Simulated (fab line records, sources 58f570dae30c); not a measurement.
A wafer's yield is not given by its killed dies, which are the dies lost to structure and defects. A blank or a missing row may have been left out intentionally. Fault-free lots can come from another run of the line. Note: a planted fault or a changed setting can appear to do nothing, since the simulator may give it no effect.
Which tool was responsible? | flow berkeley-cmos170 | 15 lots, 45 wafers sampled, at 1 step of a route of 331

== WHAT THE GAUGES READ, wafer by wafer ==
Not one reading of a measure or inspect step in the record can be checked against a usual standard deviation.

== TOOL THAT RAN EACH LOT (tool first, then ch and the chambers of the sampled wafers, then the start) ==
lot  | UCB170_CONTACT_DEVELOP_14
L927 | litho-track-03 ch 0, day 8 01:00
L928 | litho-track-04 ch 0, day 8 11:00
L931 | litho-track-01 ch 0, day 9 01:00
L930 | litho-track-03 ch 0, day 9 03:00
L934 | litho-track-04 ch 0, day 9 09:00
L933 | litho-track-01 ch 0, day 9 09:00
L936 | litho-track-03 ch 0, day 10 13:00
L938 | litho-track-01 ch 0, day 10 14:00
L939 | litho-track-03 ch 0, day 10 23:00
L940 | litho-track-03, day 11 13:00
L942 | litho-track-04, day 11 14:00
L943 | litho-track-03, day 11 15:00
L946 | litho-track-03 ch 0, day 11 21:00
L948 | litho-track-03 ch 0, day 12 08:00
L950 | litho-track-01 ch 0, day 13 03:00
- UCB170_CONTACT_DEVELOP_14: develop time 45 s.

== AS READ BY THE TOOLS THEMSELVES (means over the sampled wafers that have a number; for cases with no such wafer, the mark the record gives instead) ==
UCB170_CONTACT_DEVELOP_14.
lot  | tool           | chill-plate-temp-C (C) | developer-temp-C (C)
L927 | litho-track-03 | 23.05                  | 21.08
L928 | litho-track-04 | 23.02                  | 21.02
L931 | litho-track-01 | 22.93                  | 20.95
L930 | litho-track-03 | 22.97                  | 21.05
L934 | litho-track-04 | 23.07                  | 20.94
L933 | litho-track-01 | 22.95                  | 20.96
L936 | litho-track-03 | 22.98                  | 21.00
L938 | litho-track-01 | 23.06                  | 21.07
L939 | litho-track-03 | 23.01                  | 21.06
L940 | litho-track-03 | -                      | -
L942 | litho-track-04 | -                      | -
L943 | litho-track-03 | -                      | -
L946 | litho-track-03 | 23.08                  | 20.83
L948 | litho-track-03 | 23.14                  | 21.05
L950 | litho-track-01 | 22.97                  | 21.16

== THE ANSWER, worked out from the rows above alone ==
Rule: the usual values come from the lots themselves. Put in order of their means at a reading, lots are off if they are a third of the lots or fewer, leave a main group of 4 or more, and stand apart from it by a gap of 3 or more times the standard deviation of the main group's means; of several such gaps the widest counts. Not used: any main group whose means are identical at the precision the tables above print for the reading. Also off: a lot with no number at a reading for which 4 or more lots have one. The other lots that the step has rows for count as sound. Order of review: gauges by route order, followed by the tools' own readings, for which a lot's mean as printed above is used. At the first step where some lot is off, the reading lying furthest off is the one used; lots without a number count as furthest.
Off, at UCB170_CONTACT_DEVELOP_14 on chill-plate-temp-C: L940, L942, L943. Without a number there: L940, L942, L943. Main group: mean 23.02 C, sd 0.06.
If a tool, at that step or one of the process steps before it, ran each lot that is off and ran no sound lot following the first of them, it fits. Not one of the candidates tried fits.

== WHAT WAS PUT IN BY THE SIMULATOR ==
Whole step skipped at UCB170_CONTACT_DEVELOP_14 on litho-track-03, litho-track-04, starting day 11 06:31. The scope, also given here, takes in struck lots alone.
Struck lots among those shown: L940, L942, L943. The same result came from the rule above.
